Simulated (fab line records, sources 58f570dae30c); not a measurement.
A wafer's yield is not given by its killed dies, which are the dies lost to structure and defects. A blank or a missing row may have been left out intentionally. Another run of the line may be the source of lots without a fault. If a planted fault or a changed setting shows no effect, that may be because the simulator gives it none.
Matching of chambers    flow berkeley cmos170    UCB170_CONTACT_ETCH_17 on rie diel-03 has 4 sister chambers
The step etches BARC in N2/H2. 14 wafers are shown with their chamber, then 7 later ones without.

WAFERS, EACH WITH ITS CHAMBER
wafer   chamber  throttle valve pct (%)  oes product au (a.u.)
L622.2  1        13.03                   1.002
L622.3  3        13.05                   0.985
L622.6  3        13.07                   0.983
L623.1  3        13.06                   0.990
L623.5  1        13.03                   0.998
L623.6  0        13.23                   0.984
L626.1  3        13.07                   1.003
L626.4  0        13.23                   1.004
L626.5  2        13.25                   1.010
L633.3  1        13.05                   0.992
L633.5  1        13.02                   0.992
L633.6  2        13.23                   1.017
L640.1  0        13.24                   0.994
L640.5  0        13.24                   0.999

SIGNATURES (averages over the wafers above)
reading             chamber 0  chamber 1  chamber 2  chamber 3  scatter within a chamber
throttle valve pct  13.2350    13.0325    13.2400    13.0625    0.0102
oes product au      0.99525    0.99600    1.01350    0.99025    0.00747
Rule: a wafer lies at a distance from a chamber equal to the root of the sum of squares, over the readings, of (its reading less the chamber's mean, divided by the reading's scatter). The wafer belongs to the nearest chamber; if the next one is less than 2 further off, it can't be placed. The scatter: the root of (the sum of the squares of (reading less its chamber's mean) over the shown wafers, divided by (wafers less chambers)).

WAFERS WITHOUT THEIR CHAMBER
wafer   throttle valve pct (%)  oes product au (a.u.)
L640.6  13.04                   0.997
L643.3  13.04                   0.992
L643.4  13.24                   1.016
L643.6  13.24                   1.007
L644.2  13.07                   0.986
L644.3  13.23                   0.998
L644.5  13.07                   0.979

THE CHAMBER EACH PASSED THROUGH
wafer   from the rows above      in truth
L640.6  can't be placed: 1 or 3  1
L643.3  can't be placed: 1 or 3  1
L643.4  2                        2
L643.6  can't be placed: 2 or 0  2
L644.2  3                        3
L644.3  can't be placed: 0 or 2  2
L644.5  3                        3
Correctly placed: 3 of 7. Can't be placed from these rows: 4 (the true chamber is among the candidates in 4). Wrongly placed: 0.
